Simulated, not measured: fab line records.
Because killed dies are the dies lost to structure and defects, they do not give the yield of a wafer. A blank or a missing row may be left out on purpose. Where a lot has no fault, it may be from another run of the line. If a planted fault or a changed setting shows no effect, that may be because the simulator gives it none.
Commonality check across tools | flow berkeley-cmos170 | Sampled: 14 lots, 42 wafers

## WHAT PROMPTED THE OPENING
On 2 of the 14 lots, a flag is raised at UCB170_M2_CD_MEAS_15 on the reading cd-nm. Fault-free wafers read 700.6 nm, with a standard deviation of 1.3.
Rule: a lot is flagged in two cases, either no wafer of it has a number, or all its wafers with numbers fall more than 4 standard deviations from that mean. All remaining lots are regarded as sound.

lot  | measured     | on        | cd-nm (nm), wafer by wafer | flag
L298 | day 8 00:02  | cd-sem-02 | 701.5 701.3 700.3          |
L300 | day 8 06:13  | cd-sem-01 | 700.9 701.4 701.2          |
L299 | day 8 07:48  | cd-sem-02 | 701.8 701.6 700.0          |
L301 | day 8 11:06  | cd-sem-02 | 702.7 701.7 701.3          |
L303 | day 9 03:57  | cd-sem-02 | 700.1 700.6 700.1          |
L302 | day 9 04:14  | cd-sem-01 | 699.6 699.5 698.5          |
L305 | day 9 05:21  | cd-sem-02 | 700.5 700.5 701.3          |
L311 | day 9 23:52  | cd-sem-01 | 700.9 699.3 700.5          |
L308 | day 10 00:01 | cd-sem-02 | 637.5 636.3 636.0          | FLAGGED
L312 | day 10 11:22 | cd-sem-01 | 643.0 642.8 643.1          | FLAGGED
L314 | day 11 03:50 | cd-sem-01 | 701.1 699.2 698.8          |
L318 | day 11 14:49 | cd-sem-02 | 699.3 700.7 700.8          |
L317 | day 11 15:04 | cd-sem-01 | 701.9 702.1 703.1          |
L321 | day 12 03:35 | cd-sem-02 | 701.8 702.0 702.3          |
The mean of the flagged lots' numbers is 639.8 nm, -60.8 nm from the usual (-47 standard deviations).

## LOT BY LOT: THE TOOL USED
The record holds 1 process step before the reading, out of a route of 331 steps. Each cell gives the tool, then ch followed by the chambers the sampled wafers passed through, then the start.
lot  | flag    | UCB170_M2_SOFTBAKE_11
L298 |         | litho-track-03 ch 0, day 7 23:00
L300 |         | litho-track-04 ch 0, day 8 05:00
L299 |         | litho-track-03 ch 0, day 8 07:00
L301 |         | litho-track-03 ch 0, day 8 10:00
L303 |         | litho-track-03 ch 0, day 9 03:00
L302 |         | litho-track-04 ch 0, day 9 03:00
L305 |         | litho-track-02 ch 0, day 9 04:00
L311 |         | litho-track-03 ch 0, day 9 22:00
L308 | FLAGGED | litho-track-02 ch 0, day 9 23:00
L312 | FLAGGED | litho-track-02 ch 0, day 10 10:00
L314 |         | litho-track-04 ch 0, day 11 01:00
L318 |         | litho-track-03 ch 0, day 11 13:00
L317 |         | litho-track-03 ch 0, day 11 14:00
L321 |         | litho-track-04 ch 0, day 12 02:00
These steps, and what they do:
- UCB170_M2_SOFTBAKE_11: time 60 s.
- UCB170_M2_CD_MEAS_15: target cd 700 nm.

## FLAGGED AGAINST TOTAL, ONE TOOL AT A TIME (gauges that did the reading follow at the end)
step                  | tool           | lots run | flagged | share of the flagged lots | sound lots run after its first flagged lot
UCB170_M2_SOFTBAKE_11 | litho-track-02 | 3        | 2       | all                       | 0
UCB170_M2_SOFTBAKE_11 | litho-track-03 | 7        | 0       | none                      | -
UCB170_M2_SOFTBAKE_11 | litho-track-04 | 4        | 0       | none                      | -
UCB170_M2_CD_MEAS_15  | cd-sem-01      | 6        | 1       | some                      | 2 (L314,L317)
UCB170_M2_CD_MEAS_15  | cd-sem-02      | 8        | 1       | some                      | 2 (L318,L321)

## THE TABLE: WHAT IT ALLOWS
In the table, 1 row covers all flagged lots: litho-track-02 at UCB170_M2_SOFTBAKE_11.
- litho-track-02 at UCB170_M2_SOFTBAKE_11 ran 3 lots, 2 of them flagged. It ran its last sound lot, L305, at day 9 04:00 and its first flagged lot, L308, at day 9 23:00: a fault with its onset between the two fits. Its own readings lie more than 4 standard deviations out on every wafer of the flagged lots: heater-power-total-W, plate-temp-C.
Left over: one tool, litho-track-02 at UCB170_M2_SOFTBAKE_11.

## WHAT THE SIMULATOR HAD PUT IN
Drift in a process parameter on litho-track-02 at UCB170_M2_SOFTBAKE_11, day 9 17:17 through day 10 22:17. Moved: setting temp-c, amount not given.
Lots struck among those shown: L308, L312. The same result came from the rule above.
